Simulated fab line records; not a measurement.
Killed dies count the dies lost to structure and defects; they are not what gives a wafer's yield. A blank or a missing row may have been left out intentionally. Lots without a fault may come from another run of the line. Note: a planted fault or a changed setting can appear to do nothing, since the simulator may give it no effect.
Which tool did it?	flow rit cmos	24 wafers from 8 lots sampled at 2 of the route's 202 steps

== WHAT THE GAUGES READ, wafer by wafer ==
RIT_M1_OVL_MEAS_10.
lot	measured	on	M1_OVL (nm)
L257	day 3 18:30	overlay-01	2.4 2.8 2.8
L261	day 4 12:00	overlay-01	3.2 1.7 3.2
L263	day 5 04:57	overlay-01	-2.1 0.2 -0.6
L266	day 5 14:52	overlay-01	0.3 0.1 -0.9
L270	day 6 09:34	overlay-01	3.0 2.0 1.5
L273	day 7 00:20	overlay-01	-0.1 0.1 0.5
L275	day 7 10:58	overlay-01	361.3 360.1 360.9
L277	day 7 19:17	overlay-01	361.9 362.0 362.2

== EACH LOT AND THE TOOL THAT RAN IT (in order: tool; ch and the chambers of the sampled wafers; start) ==
lot	RIT_M1_EXPOSE_06
L257	iline stepper-02 ch 0, day 3 17:57
L261	iline stepper-01 ch 0, day 4 11:26
L263	iline stepper-02 ch 0, day 5 04:14
L266	iline stepper-02 ch 0, day 5 14:19
L270	iline stepper-01 ch 0, day 6 09:02
L273	iline stepper-02 ch 0, day 6 23:49
L275	iline stepper-02 ch 0, day 7 10:25
L277	iline stepper-02 ch 0, day 7 18:46
- RIT_M1_EXPOSE_06: exposes mask M12, target cd 2600 nm.

== THE ANSWER, worked out from the rows above alone ==
Rule: the usual values come from the lots themselves. Put in order of their means at a reading, lots are off if they are a third of the lots or fewer, leave a main group of 4 or more, and stand apart from it by a gap of 3 or more times the standard deviation of the main group's means; of several such gaps the widest counts. A main group is skipped when, at the precision printed for the reading in the tables above, its means are all equal. Also off: a lot with no number at a reading for which 4 or more lots have one. Where the step has rows for the other lots, those lots are counted as sound.
Off: at RIT_M1_OVL_MEAS_10 (M1_OVL), L275, L277. The main group: mean 1.1 nm, standard deviation 1.4.
A tool fits if, at a process step before that reading, it ran every lot that is off, and no sound lot after the first of them. Gauges at RIT_M1_OVL_MEAS_10: tried the same way as those tools. This does not decide it: 2 tools fit, namely iline stepper-02 at RIT_M1_EXPOSE_06 and overlay-01 at RIT_M1_OVL_MEAS_10.

== WHAT HAD BEEN PUT IN BY THE SIMULATOR ==
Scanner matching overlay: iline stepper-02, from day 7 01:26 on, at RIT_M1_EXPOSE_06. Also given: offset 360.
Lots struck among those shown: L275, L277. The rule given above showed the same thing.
